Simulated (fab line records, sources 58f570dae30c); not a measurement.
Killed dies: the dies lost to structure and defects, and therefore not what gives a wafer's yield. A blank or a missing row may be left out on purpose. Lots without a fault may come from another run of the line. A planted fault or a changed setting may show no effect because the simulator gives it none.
The tool behind it: which one?    flow berkeley-cmos170    21 wafers from 7 lots sampled at 2 of the route's 331 steps

WHAT EACH GAUGE READ, for each wafer
UCB170_PWELL_THK_MEAS_06.
lot   measured     on             PWELL_NITRIDE_THK (nm)
L981  day 3 06:14  film-metro-01  220.3 218.5 219.0
L983  day 4 00:29  film-metro-01  218.7 218.5 219.8
L985  day 4 07:37  film-metro-03  221.2 220.4 219.9
L989  day 5 05:50  film-metro-01  217.4 219.1 217.5
L992  day 5 13:40  film-metro-04  217.0 217.1 214.4
L100  day 7 09:38  film-metro-01  402.3 402.6 403.0
L102  day 7 23:31  film-metro-01  219.9 220.6 221.2

WHICH TOOL RAN EACH LOT (tool, then ch and the chambers of the sampled wafers, then the start)
lot   UCB170_PWELL_CVD_05
L981  lpcvd-01 ch 1, day 3 04:17
L983  lpcvd-01 ch 1, day 3 22:33
L985  lpcvd-01 ch 1, day 4 05:42
L989  lpcvd-02 ch 1, day 5 03:50
L992  lpcvd-02 ch 1, day 5 11:45
L100  lpcvd-01 ch 0, day 7 07:43
L102  lpcvd-01 ch 1, day 7 21:37
- UCB170_PWELL_CVD_05: deposits Si3N4 from SiH2Cl2/NH3, target thk 220 nm, time 3300 s.

THE ANSWER, worked out from the rows above alone
Rule: the lots themselves supply what counts as usual. Put in order of their means at a reading, lots are off if they are a third of the lots or fewer, leave a main group of 4 or more, and stand apart from it by a gap of 3 or more times the standard deviation of the main group's means; of several such gaps the widest counts. Not used: any main group whose means are identical at the precision the tables above print for the reading. A lot without any number at a reading at which 4 lots or more have one is off too. The other lots that the step has rows for count as sound.
Off: L100, seen at UCB170_PWELL_THK_MEAS_06 (PWELL_NITRIDE_THK). Main group: mean 218.9 nm, sd 1.5.
If a tool, at a process step before that reading, ran all the lots that are off and no sound lot after the first of them, it fits. Those tools and the gauges at UCB170_PWELL_THK_MEAS_06 are tried in the same way. Of those tried, none fits.

WHAT THE SIMULATOR HAD PUT IN
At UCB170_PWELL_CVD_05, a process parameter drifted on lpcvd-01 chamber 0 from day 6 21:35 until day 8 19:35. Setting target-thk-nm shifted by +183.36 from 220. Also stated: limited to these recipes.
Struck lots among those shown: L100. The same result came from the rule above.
